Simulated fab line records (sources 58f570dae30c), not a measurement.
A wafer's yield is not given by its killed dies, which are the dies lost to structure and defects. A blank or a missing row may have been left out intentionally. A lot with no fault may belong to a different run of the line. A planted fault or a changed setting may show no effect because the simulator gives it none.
2 desks, one fault	flow berkeley_cmos170	only its own numbers are on each desk; what lay behind them is given at the end

## FROM THE METROLOGY DESK
Lot by lot, what the gauges showed, no matter which tool ran the lot: averages of those sampled wafers that carry a number. Any lot whose mean is over 4 standard deviations away from the usual mean is out of limits and marked OUT; that distance is given in the brackets.
Columns: A = SACOX_OXIDE_THK at UCB170_SACOX_THK_MEAS_02, usual 14.31 nm; B = GATE_POLY_THK at UCB170_GATE_THK_MEAS_05, usual 213.6 nm; C = cd_nm at UCB170_PLDD_CD_MEAS_06, usual 1200.2 nm
lot	first seen here	A	B	C
L549	day 5 10:41	14.22	214.3	1201.2
L551	day 5 23:00	14.63	213.6	1199.7
L554	day 6 07:59	14.93	142.0 (-36) OUT	1203.0
L557	day 6 22:50	14.43	212.7	1201.6
L555	day 6 22:50	13.95	212.9	1198.1
L558	day 7 07:56	13.84	211.0	1200.7
L559	day 7 10:52	14.01	212.9	1200.5
L565	day 8 12:19	14.20	215.6	1201.0
L563	day 8 12:22	14.30	216.7	1197.9
L568	day 9 09:37	14.39	213.9	1201.3
L569	day 9 09:37	14.50	212.4	1202.0
L570	day 9 20:56	14.39	214.7	1202.7
L571	day 9 20:56	14.09	211.4	1198.9
This desk's finding: out of limits on L554; first on L554, day 7 07:31 (GATE_POLY_THK at UCB170_GATE_THK_MEAS_05). L549, L551, L557, L555, L558, L559, L565, L563, L568, L569, L570, L571 stayed within limits.

## FOR THE TOOL OWNER'S DESK: lpcvd-02
The tool's own readings at UCB170_GATE_CVD_04 (deposits poly-Si from SiH4, time 1440 s, target thk 214 nm): means of the sampled wafers that have a number, for each lot that ran on this tool. Any lot whose mean is over 4 standard deviations away from the usual mean is out of limits and marked OUT; that distance is given in the brackets.
Columns: A = zone_power_centre_pct at UCB170_GATE_CVD_04, usual 27.9 %
lot	first seen here	A
L551	day 6 16:50	29.9
L554	day 7 06:07	25.8
L570	day 10 16:12	25.7
L571	day 10 16:12	25.6
Result from this desk: across the 4 lots, nothing is out of limits.

## PUT TOGETHER
An alarm was possible from the metrology desk at day 7 07:31, on L554.
The desk of the tool owner found nothing out of limits.
On record at the tool owner's desk: L554, within its limits.
Every lot named ran UCB170_GATE_CVD_04 on lpcvd-02.

## WHAT THE SIMULATOR PUT IN
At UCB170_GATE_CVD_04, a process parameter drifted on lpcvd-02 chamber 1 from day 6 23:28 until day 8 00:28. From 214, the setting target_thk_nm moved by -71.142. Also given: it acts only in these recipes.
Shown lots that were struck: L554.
Delay in hours, fault start to first out-of-limits reading, per desk: metrology desk 8.
